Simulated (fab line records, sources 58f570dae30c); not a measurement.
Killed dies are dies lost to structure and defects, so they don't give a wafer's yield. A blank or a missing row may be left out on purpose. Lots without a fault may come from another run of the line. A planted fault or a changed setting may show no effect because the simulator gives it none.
Which tool did it? | flow berkeley_cmos170 | 15 lots, 45 wafers sampled, at 1 step of a route of 331

WHAT THE GAUGES READ, wafer by wafer
The record holds no reading of a measuring or inspecting step that can be judged against a usual standard deviation.

WHICH TOOL RAN EACH LOT (tool, then ch and the chambers of the sampled wafers, then the start)
lot  | UCB170_NLDD_PEB_04
L710 | litho_track-02 ch 0, day 6 11:41
L712 | litho_track-02 ch 0, day 6 12:00
L711 | litho_track-03 ch 0, day 6 13:00
L714 | litho_track-03 ch 0, day 6 23:56
L717 | litho_track-01, day 7 13:11
L716 | litho_track-02, day 7 13:14
L718 | litho_track-02, day 8 02:56
L726 | litho_track-01 ch 0, day 9 10:42
L727 | litho_track-03 ch 0, day 10 07:34
L730 | litho_track-03 ch 0, day 10 07:49
L728 | litho_track-02 ch 0, day 10 07:59
L731 | litho_track-02 ch 0, day 11 04:04
L732 | litho_track-03 ch 0, day 11 04:08
L729 | litho_track-02 ch 0, day 11 04:17
L733 | litho_track-02 ch 0, day 11 08:44
- UCB170_NLDD_PEB_04

WHAT THE TOOLS THEMSELVES READ (means of the sampled wafers that have a number; where no wafer has one, the mark that the record gives instead)
UCB170_NLDD_PEB_04.
lot  | tool           | chill_plate_temp_C (C) | exhaust_pa (Pa)
L710 | litho_track-02 | 23.06                  | 44.7
L712 | litho_track-02 | 22.81                  | 44.8
L711 | litho_track-03 | 23.04                  | 44.4
L714 | litho_track-03 | 23.10                  | 44.3
L717 | litho_track-01 | -                      | -
L716 | litho_track-02 | -                      | -
L718 | litho_track-02 | -                      | -
L726 | litho_track-01 | 22.96                  | 44.5
L727 | litho_track-03 | 22.79                  | 45.3
L730 | litho_track-03 | 22.87                  | 44.5
L728 | litho_track-02 | 23.14                  | 45.8
L731 | litho_track-02 | 22.85                  | 45.2
L732 | litho_track-03 | 22.96                  | 45.5
L729 | litho_track-02 | 22.96                  | 44.4
L733 | litho_track-02 | 22.93                  | 44.8

THE ANSWER, worked out from the rows above alone
Rule: what is usual is taken from the lots themselves. Put in order of their means at a reading, lots are off if they are a third of the lots or fewer, leave a main group of 4 or more, and stand apart from it by a gap of 3 or more times the standard deviation of the main group's means; of several such gaps the widest counts. A main group whose means are all the same, to the digits that the tables above print for the reading, isn't used. A lot without any number at a reading at which 4 lots or more have one is off too. The other lots that the step has rows for count as sound. The gauges are gone through in route order, then the tools' own readings, and for those a lot's mean is taken as printed above. The first step at which some lot is off is used, and at that step the reading that is off furthest; a lot without a number counts as furthest.
Off: L717, L716, L718, at UCB170_NLDD_PEB_04 (chill_plate_temp_C). Without a number there: L717, L716, L718. The main group: mean 22.96 C, standard deviation 0.11.
A tool fits if, at that step or a process step before it, it ran every lot that is off, and no sound lot after the first of them. None of those tried fits.

WHAT THE SIMULATOR HAD PUT IN
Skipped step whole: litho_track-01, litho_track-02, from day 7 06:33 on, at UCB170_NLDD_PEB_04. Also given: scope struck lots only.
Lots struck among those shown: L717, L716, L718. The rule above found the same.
